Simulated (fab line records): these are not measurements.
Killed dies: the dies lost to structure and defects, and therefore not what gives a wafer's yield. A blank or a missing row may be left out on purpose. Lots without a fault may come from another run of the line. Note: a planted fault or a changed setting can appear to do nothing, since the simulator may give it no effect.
The tool behind it: which one? ; flow berkeley cmos170 ; 7 lots, 21 wafers sampled, at 2 steps of a route of 331

## WHAT THE GAUGES READ, wafer by wafer
UCB170_M2_CD_MEAS_15 targets a cd of 700 nm.
lot;measured;on;cd nm (nm)
L871;day 9 04:02;cd sem-01;701.1 702.3 701.9
L872;day 9 00:13;cd sem-01;696.6 696.7 697.4
L878;day 10 11:38;cd sem-02;696.7 698.2 698.2
L882;day 11 08:52;cd sem-02;700.4 700.8 700.4
L883;day 11 10:04;cd sem-01;698.7 700.6 698.9
L885;day 11 21:03;cd sem-02;699.2 698.5 699.3
L890;day 13 09:53;cd sem-01;702.1 701.3 700.5

## WHAT TOOL EACH LOT RAN ON (gives the tool, then ch and the chambers of the sampled wafers, and finally the start)
lot;UCB170_PVT_STRIP_08
L871;plasma asher-04 ch 0,1, day 7 01:47
L872;plasma asher-02 ch 0, day 7 03:12
L878;plasma asher-01 ch 0,1, day 8 09:53
L882;plasma asher-01 ch 0,1, day 9 05:35
L883;plasma asher-04 ch 0,1, day 9 05:38
L885;plasma asher-04 ch 0,1, day 9 21:35
L890;plasma asher-02 ch 0,1, day 11 06:22
- UCB170_PVT_STRIP_08: strips in O2.

## THE ANSWER, worked out from the rows above alone
Rule: what is usual is taken from the lots themselves. Put in order of their means at a reading, lots are off if they are a third of the lots or fewer, leave a main group of 4 or more, and stand apart from it by a gap of 3 or more times the standard deviation of the main group's means; of several such gaps the widest counts. Not used: any main group whose means are identical at the precision the tables above print for the reading. A lot without any number at a reading at which 4 lots or more have one is off too. The other lots that the step has rows for count as sound.
None of the lots is off at any reading shown; this tells nothing.

## WHAT WAS PUT IN BY THE SIMULATOR
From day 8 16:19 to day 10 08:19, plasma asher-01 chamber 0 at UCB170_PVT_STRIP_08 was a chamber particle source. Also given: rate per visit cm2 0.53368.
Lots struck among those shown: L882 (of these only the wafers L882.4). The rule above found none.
